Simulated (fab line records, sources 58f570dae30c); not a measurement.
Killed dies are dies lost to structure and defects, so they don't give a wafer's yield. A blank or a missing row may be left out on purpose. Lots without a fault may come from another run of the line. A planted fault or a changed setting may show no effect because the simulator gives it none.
Which tool did it? | flow berkeley_cmos170 | 13 lots, 39 wafers sampled, at 7 steps of a route of 331

WHAT THE GAUGES READ, wafer by wafer
UCB170_M1_RS_MEAS_01: measures by four-point-probe. Usual: M1_AL_RS 0.0486 ohm/sq, standard deviation 0.00063.
lot  | measured     | on            | M1_AL_RS (ohm/sq)    | flag
L637 | day 7 09:34  | film_metro-03 | 0.0484 0.0485 0.0478 |
L639 | day 8 07:34  | film_metro-04 | 0.0480 0.0490 0.0488 |
L640 | day 8 14:04  | film_metro-03 | 0.0485 0.0487 0.0492 |
L643 | day 8 14:23  | film_metro-03 | 0.0494 0.0485 0.0497 |
L641 | day 8 16:28  | film_metro-02 | 0.0483 0.0489 0.0490 |
L642 | day 8 16:41  | film_metro-04 | 0.0487 0.0478 0.0481 |
L644 | day 9 11:21  | film_metro-04 | 0.0489 0.0484 0.0493 |
L650 | day 10 16:56 | film_metro-02 | 0.0492 0.0491 0.0548 | OFF
L653 | day 11 09:30 | film_metro-03 | 0.0494 0.0480 0.0482 |
L655 | day 11 19:43 | film_metro-03 | 0.0484 0.0479 0.0472 |
L657 | day 11 21:49 | film_metro-03 | 0.0496 0.0479 0.0481 |
L659 | day 12 13:44 | film_metro-02 | 0.0476 0.0474 0.0481 |
L660 | day 12 21:29 | film_metro-04 | 0.0488 0.0488 0.0487 |

UCB170_M1_THK_MEAS_02: measures by xrf. Usual: M1_AL_THK 613 nm, standard deviation 7.6.
lot  | measured     | on            | M1_AL_THK (nm) | flag
L637 | day 7 09:41  | film_metro-03 | 610 612 619    |
L639 | day 8 07:39  | film_metro-04 | 622 610 614    |
L640 | day 8 14:11  | film_metro-03 | 612 610 605    |
L643 | day 8 14:29  | film_metro-03 | 600 612 598    |
L641 | day 8 16:35  | film_metro-02 | 620 607 607    |
L642 | day 8 16:47  | film_metro-04 | 615 628 623    |
L644 | day 9 11:28  | film_metro-04 | 610 619 606    |
L650 | day 10 17:02 | film_metro-02 | 605 606 545    | OFF
L653 | day 11 09:37 | film_metro-03 | 599 619 613    |
L655 | day 11 19:50 | film_metro-03 | 613 619 627    |
L657 | day 11 21:56 | film_metro-03 | 602 620 617    |
L659 | day 12 13:51 | film_metro-02 | 620 627 617    |
L660 | day 12 21:35 | film_metro-04 | 609 616 614    |

UCB170_M1_OVL_MEAS_10. Usual: M1_OVL 0 nm, standard deviation 5.2.
lot  | measured     | on         | M1_OVL (nm) | flag
L637 | day 7 11:08  | overlay-01 | -1 -4 9     |
L639 | day 8 08:40  | overlay-02 | -6 -6 -5    |
L640 | day 8 15:32  | overlay-02 | -1 0 -3     |
L643 | day 8 15:39  | overlay-01 | 4 3 5       |
L641 | day 8 17:40  | overlay-01 | 4 -2 1      |
L642 | day 8 18:13  | overlay-02 | 5 10 7      |
L644 | day 9 12:38  | overlay-02 | -9 0 3      |
L650 | day 10 18:18 | overlay-02 | 2 5 7       |
L653 | day 11 10:59 | overlay-01 | -2 -6 9     |
L655 | day 11 21:41 | overlay-02 | -2 -2 -4    |
L657 | day 11 22:57 | overlay-01 | 6 5 -1      |
L659 | day 12 14:52 | overlay-01 | 7 2 6       |
L660 | day 12 22:49 | overlay-02 | -8 1 3      |

UCB170_V1_OVL_MEAS_13. Usual: V1_OVL -2 nm, standard deviation 5.5.
lot  | measured     | on         | V1_OVL (nm) | flag
L637 | day 7 14:44  | overlay-01 | -2 -4 -1    |
L639 | day 8 12:50  | overlay-02 | 1 2 -1      |
L640 | day 8 19:24  | overlay-02 | 4 5 -3      |
L643 | day 8 20:49  | overlay-01 | -5 -7 -10   |
L641 | day 8 22:08  | overlay-01 | 0 11 1      |
L642 | day 8 23:19  | overlay-01 | -8 -7 -3    |
L644 | day 9 17:44  | overlay-02 | 6 0 -3      |
L650 | day 10 23:55 | overlay-02 | 3 6 7       |
L653 | day 11 16:22 | overlay-02 | -5 -7 -2    |
L655 | day 12 02:46 | overlay-01 | 2 -3 0      |
L657 | day 12 03:55 | overlay-01 | -5 4 7      |
L659 | day 12 20:28 | overlay-01 | 5 6 10      |
L660 | day 13 03:47 | overlay-02 | -13 -13 -8  |

WHICH TOOL RAN EACH LOT (tool, then ch and the chambers of the sampled wafers, then the start)
lot  | UCB170_CONTACT_ETCH_17             | UCB170_M1_SPUTTER_00         | UCB170_M1_METAL_ETCH_12
L637 | rie_diel-01 ch 0,1,3, day 7 08:41  | pvd_sputter-03, day 7 09:30  | rie_metal-01 ch 0,1, day 7 11:13
L639 | rie_diel-02 ch 0,3, day 8 06:44    | pvd_sputter-02, day 8 07:26  | rie_metal-03 ch 0,1, day 8 08:46
L640 | rie_diel-02 ch 1,2,3, day 8 13:25  | pvd_sputter-04, day 8 14:01  | rie_metal-01 ch 1, day 8 15:37
L643 | rie_diel-03 ch 0,1,3, day 8 13:41  | pvd_sputter-02, day 8 14:17  | rie_metal-02 ch 0,1, day 8 15:46
L641 | rie_diel-01 ch 0,1,2, day 8 15:49  | pvd_sputter-03, day 8 16:25  | rie_metal-01 ch 0, day 8 17:44
L642 | rie_diel-02 ch 0,1,2, day 8 15:53  | pvd_sputter-04, day 8 16:36  | rie_metal-02 ch 0,1, day 8 18:17
L644 | rie_diel-01 ch 0,1,3, day 9 10:43  | pvd_sputter-02, day 9 11:17  | rie_metal-02 ch 0,1, day 9 12:43
L650 | rie_diel-03 ch 2,3, day 10 16:16   | pvd_sputter-02, day 10 16:50 | rie_metal-03 ch 0,1, day 10 18:25
L653 | rie_diel-03 ch 1,2,3, day 11 08:50 | pvd_sputter-04, day 11 09:26 | rie_metal-03 ch 0,1, day 11 11:04
L655 | rie_diel-02 ch 0,1,3, day 11 19:05 | pvd_sputter-03, day 11 19:39 | rie_metal-02 ch 0,1, day 11 21:46
L657 | rie_diel-03 ch 0,3, day 11 20:54   | pvd_sputter-04, day 11 21:44 | rie_metal-03 ch 0,1, day 11 23:01
L659 | rie_diel-02 ch 0,1,2, day 12 12:52 | pvd_sputter-03, day 12 13:40 | rie_metal-03 ch 0,1, day 12 14:57
L660 | rie_diel-03 ch 1,2, day 12 20:47   | pvd_sputter-03, day 12 21:23 | rie_metal-01 ch 0,1, day 12 22:55
- UCB170_CONTACT_ETCH_17: etches BARC in N2/H2.
- UCB170_M1_SPUTTER_00: material Al, target thk 600 nm, time 80 s.
- UCB170_M1_METAL_ETCH_12: etches Al in Cl2/BCl3, stops on PSG, target depth 780 nm, time 130 s.

WHAT THE TOOLS THEMSELVES READ (means of the sampled wafers that have a number; where no wafer has one, the mark that the record gives instead)
UCB170_CONTACT_ETCH_17. Usual: drypump_motor_current_A 5.6 A, standard deviation 0.4; oes_product_au 1.000 a.u., standard deviation 0.022; throttle_valve_pct 13.35 %, standard deviation 0.14.
lot  | tool        | drypump_motor_current_A (A) | oes_product_au (a.u.) | throttle_valve_pct (%) | flag
L637 | rie_diel-01 | 5.8                         | 1.015                 | 13.29                  |
L639 | rie_diel-02 | 5.3                         | 0.977                 | 13.27                  |
L640 | rie_diel-02 | 5.6                         | 0.981                 | 13.35                  |
L643 | rie_diel-03 | 5.8                         | 0.994                 | 13.46                  |
L641 | rie_diel-01 | 5.8                         | 1.018                 | 13.24                  |
L642 | rie_diel-02 | 5.7                         | 0.988                 | 13.42                  |
L644 | rie_diel-01 | 5.8                         | 1.018                 | 13.30                  |
L650 | rie_diel-03 | 5.5                         | 0.995                 | 13.45                  |
L653 | rie_diel-03 | 5.4                         | 0.996                 | 13.48                  |
L655 | rie_diel-02 | 5.3                         | 0.975                 | 13.31                  |
L657 | rie_diel-03 | 6.0                         | 1.011                 | 13.50                  |
L659 | rie_diel-02 | 5.7                         | 0.983                 | 13.42                  |
L660 | rie_diel-03 | 5.2                         | 0.984                 | 13.40                  |

UCB170_M1_SPUTTER_00. Usual: cathode_dc_power_W 6000.1 W, standard deviation 1.2; throttle_valve_pct 30.2 %, standard deviation 0.78.
lot  | tool           | cathode_dc_power_W (W) | throttle_valve_pct (%) | flag
L637 | pvd_sputter-03 | 5999.6                 | 29.9                   |
L639 | pvd_sputter-02 | 6000.9                 | 29.6                   |
L640 | pvd_sputter-04 | 5999.6                 | 31.0                   |
L643 | pvd_sputter-02 | 5999.1                 | 30.4                   |
L641 | pvd_sputter-03 | 6000.4                 | 30.0                   |
L642 | pvd_sputter-04 | 6000.5                 | 30.9                   |
L644 | pvd_sputter-02 | 6001.0                 | 30.3                   |
L650 | pvd_sputter-02 | 5806.2                 | 28.9                   | OFF
L653 | pvd_sputter-04 | 5999.7                 | 30.9                   |
L655 | pvd_sputter-03 | 6000.3                 | 29.9                   |
L657 | pvd_sputter-04 | 5999.7                 | 30.8                   |
L659 | pvd_sputter-03 | 5999.3                 | 30.1                   |
L660 | pvd_sputter-03 | 5999.9                 | 30.4                   |

UCB170_M1_METAL_ETCH_12. Usual: drypump_motor_current_A 5.7 A, standard deviation 0.66; he_backside_leak_sccm 3.40 sccm, standard deviation 0.28; oes_product_au 0.854 a.u., standard deviation 0.012; throttle_valve_pct 24.33 %, standard deviation 0.19.
lot  | tool         | drypump_motor_current_A (A) | he_backside_leak_sccm (sccm) | oes_product_au (a.u.) | throttle_valve_pct (%) | flag
L637 | rie_metal-01 | 5.3                         | 3.20                         | 0.847                 | 24.16                  |
L639 | rie_metal-03 | 6.1                         | 3.59                         | 0.870                 | 24.18                  |
L640 | rie_metal-01 | 6.4                         | 3.25                         | 0.842                 | 24.25                  |
L643 | rie_metal-02 | 5.8                         | 3.51                         | 0.846                 | 24.57                  |
L641 | rie_metal-01 | 4.7                         | 3.17                         | 0.851                 | 24.11                  |
L642 | rie_metal-02 | 5.8                         | 3.51                         | 0.859                 | 24.57                  |
L644 | rie_metal-02 | 5.7                         | 3.45                         | 0.845                 | 24.56                  |
L650 | rie_metal-03 | 5.6                         | 3.39                         | 0.849                 | 24.24                  |
L653 | rie_metal-03 | 5.6                         | 3.43                         | 0.871                 | 24.23                  |
L655 | rie_metal-02 | 5.7                         | 3.52                         | 0.850                 | 24.56                  |
L657 | rie_metal-03 | 5.6                         | 3.56                         | 0.874                 | 24.22                  |
L659 | rie_metal-03 | 6.1                         | 3.44                         | 0.876                 | 24.18                  |
L660 | rie_metal-01 | 5.9                         | 3.23                         | 0.848                 | 24.20                  |

THE ANSWER, worked out from the rows above alone
Rule: a lot is off if the mean of its wafers that have a number lies more than 3 standard deviations from the usual mean. A lot without any number at a reading at which 4 lots or more have one is off too. The other lots that the step has rows for count as sound. The gauges are gone through in route order, then the tools' own readings, and for those a lot's mean is taken as printed above. The first step at which some lot is off is used, and at that step the reading that is off furthest; a lot without a number counts as furthest.
Off: L650, at UCB170_M1_RS_MEAS_01 (M1_AL_RS).
A tool fits if, at a process step before that reading, it ran every lot that is off, and no sound lot after the first of them. The gauges at UCB170_M1_RS_MEAS_01 aren't tried: what is off there is off at UCB170_M1_SPUTTER_00 too, on other tools, and a gauge's error can't cause that. One fits: pvd_sputter-02 at UCB170_M1_SPUTTER_00. Its last sound lot is L644 (day 9 11:17), its first lot that is off L650 (day 10 16:50): a fault that began between those two fits.
The tool's own readings at UCB170_M1_SPUTTER_00 bear it out: on the lots that are off they differ by more than 5 times the standard deviation of the sound lots' means. cathode_dc_power_W reads 5806.2 W there against 6000.0 W on the sound lots.

WHAT THE SIMULATOR HAD PUT IN
Process parameter drift: pvd_sputter-02, from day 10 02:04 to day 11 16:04, at UCB170_M1_SPUTTER_00. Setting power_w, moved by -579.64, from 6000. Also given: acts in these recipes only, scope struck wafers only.
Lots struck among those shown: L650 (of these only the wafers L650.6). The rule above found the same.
